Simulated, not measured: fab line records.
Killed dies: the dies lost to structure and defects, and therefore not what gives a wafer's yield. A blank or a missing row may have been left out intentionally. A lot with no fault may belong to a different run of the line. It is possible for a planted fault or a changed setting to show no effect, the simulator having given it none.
Matching of chambers || flow berkeley_cmos170 || UCB170_ZERO_ETCH_06 on rie_diel-04: 4 sister chambers
The step etches SiO2 in CHF3/CF4/Ar, time 12 s. 16 wafers are shown with their chamber, then 8 later ones without.

## EACH WAFER AND ITS CHAMBER
{"wafer": "L956.1", "chamber": 0, "throttle_valve_pct (%)": 9.37, "drypump_motor_current_A (A)": 5.4, "oes_product_au (a.u.)": 0.609}
{"wafer": "L956.2", "chamber": 3, "throttle_valve_pct (%)": 9.12, "drypump_motor_current_A (A)": 5.2, "oes_product_au (a.u.)": 0.630}
{"wafer": "L956.3", "chamber": 2, "throttle_valve_pct (%)": 9.02, "drypump_motor_current_A (A)": 6.0, "oes_product_au (a.u.)": 0.618}
{"wafer": "L957.3", "chamber": 0, "throttle_valve_pct (%)": 9.39, "drypump_motor_current_A (A)": 5.4, "oes_product_au (a.u.)": 0.611}
{"wafer": "L957.5", "chamber": 0, "throttle_valve_pct (%)": 9.38, "drypump_motor_current_A (A)": 5.4, "oes_product_au (a.u.)": 0.612}
{"wafer": "L957.6", "chamber": 3, "throttle_valve_pct (%)": 9.13, "drypump_motor_current_A (A)": 5.2, "oes_product_au (a.u.)": 0.621}
{"wafer": "L958.2", "chamber": 3, "throttle_valve_pct (%)": 9.11, "drypump_motor_current_A (A)": 5.2, "oes_product_au (a.u.)": 0.625}
{"wafer": "L958.4", "chamber": 1, "throttle_valve_pct (%)": 9.17, "drypump_motor_current_A (A)": 5.5, "oes_product_au (a.u.)": 0.623}
{"wafer": "L958.6", "chamber": 1, "throttle_valve_pct (%)": 9.18, "drypump_motor_current_A (A)": 5.4, "oes_product_au (a.u.)": 0.616}
{"wafer": "L959.3", "chamber": 2, "throttle_valve_pct (%)": 9.01, "drypump_motor_current_A (A)": 5.9, "oes_product_au (a.u.)": 0.616}
{"wafer": "L959.4", "chamber": 3, "throttle_valve_pct (%)": 9.11, "drypump_motor_current_A (A)": 5.2, "oes_product_au (a.u.)": 0.619}
{"wafer": "L959.5", "chamber": 1, "throttle_valve_pct (%)": 9.19, "drypump_motor_current_A (A)": 5.5, "oes_product_au (a.u.)": 0.623}
{"wafer": "L961.1", "chamber": 0, "throttle_valve_pct (%)": 9.38, "drypump_motor_current_A (A)": 5.4, "oes_product_au (a.u.)": 0.616}
{"wafer": "L961.2", "chamber": 3, "throttle_valve_pct (%)": 9.11, "drypump_motor_current_A (A)": 5.2, "oes_product_au (a.u.)": 0.617}
{"wafer": "L961.3", "chamber": 1, "throttle_valve_pct (%)": 9.17, "drypump_motor_current_A (A)": 5.5, "oes_product_au (a.u.)": 0.626}
{"wafer": "L972.3", "chamber": 2, "throttle_valve_pct (%)": 9.01, "drypump_motor_current_A (A)": 6.0, "oes_product_au (a.u.)": 0.617}

SIGNATURES (averages over the wafers above)
{"reading": "throttle_valve_pct", "chamber 0": 9.3800, "chamber 1": 9.1775, "chamber 2": 9.0133, "chamber 3": 9.1160, "scatter within a chamber": 0.00847}
{"reading": "drypump_motor_current_A", "chamber 0": 5.400, "chamber 1": 5.475, "chamber 2": 5.967, "chamber 3": 5.200, "scatter within a chamber": 0.0344}
{"reading": "oes_product_au", "chamber 0": 0.61200, "chamber 1": 0.62200, "chamber 2": 0.61700, "chamber 3": 0.62240, "scatter within a chamber": 0.00397}
Rule: for each reading, subtract the chamber's mean from the wafer's reading, divide by that reading's scatter and square the result; add these up over the readings and take the root, which gives the wafer's distance from the chamber. The wafer belongs to the nearest chamber; if the next one is less than 2 further off, it can't be placed. The scatter is the square root of a quotient: the sum, over the shown wafers, of each reading's squared deviation from its chamber's mean, divided by wafers minus chambers.

## WAFERS WITH NO CHAMBER GIVEN
{"wafer": "L972.4", "throttle_valve_pct (%)": 9.12, "drypump_motor_current_A (A)": 5.2, "oes_product_au (a.u.)": 0.615}
{"wafer": "L972.5", "throttle_valve_pct (%)": 9.40, "drypump_motor_current_A (A)": 5.4, "oes_product_au (a.u.)": 0.618}
{"wafer": "L977.2", "throttle_valve_pct (%)": 9.39, "drypump_motor_current_A (A)": 5.4, "oes_product_au (a.u.)": 0.611}
{"wafer": "L977.4", "throttle_valve_pct (%)": 9.03, "drypump_motor_current_A (A)": 5.9, "oes_product_au (a.u.)": 0.617}
{"wafer": "L977.6", "throttle_valve_pct (%)": 9.17, "drypump_motor_current_A (A)": 5.4, "oes_product_au (a.u.)": 0.612}
{"wafer": "L978.1", "throttle_valve_pct (%)": 9.19, "drypump_motor_current_A (A)": 5.4, "oes_product_au (a.u.)": 0.617}
{"wafer": "L978.3", "throttle_valve_pct (%)": 9.01, "drypump_motor_current_A (A)": 6.0, "oes_product_au (a.u.)": 0.617}
{"wafer": "L978.4", "throttle_valve_pct (%)": 9.02, "drypump_motor_current_A (A)": 6.0, "oes_product_au (a.u.)": 0.617}

## WHICH CHAMBER EACH ONE RAN IN
{"wafer": "L972.4", "from the rows above": 3, "in truth": 3}
{"wafer": "L972.5", "from the rows above": 0, "in truth": 0}
{"wafer": "L977.2", "from the rows above": 0, "in truth": 0}
{"wafer": "L977.4", "from the rows above": 2, "in truth": 2}
{"wafer": "L977.6", "from the rows above": 1, "in truth": 1}
{"wafer": "L978.1", "from the rows above": 1, "in truth": 1}
{"wafer": "L978.3", "from the rows above": 2, "in truth": 2}
{"wafer": "L978.4", "from the rows above": 2, "in truth": 2}
Placed correctly: 8 of 8. Number that these rows cannot place: 0. Placed wrongly: 0.
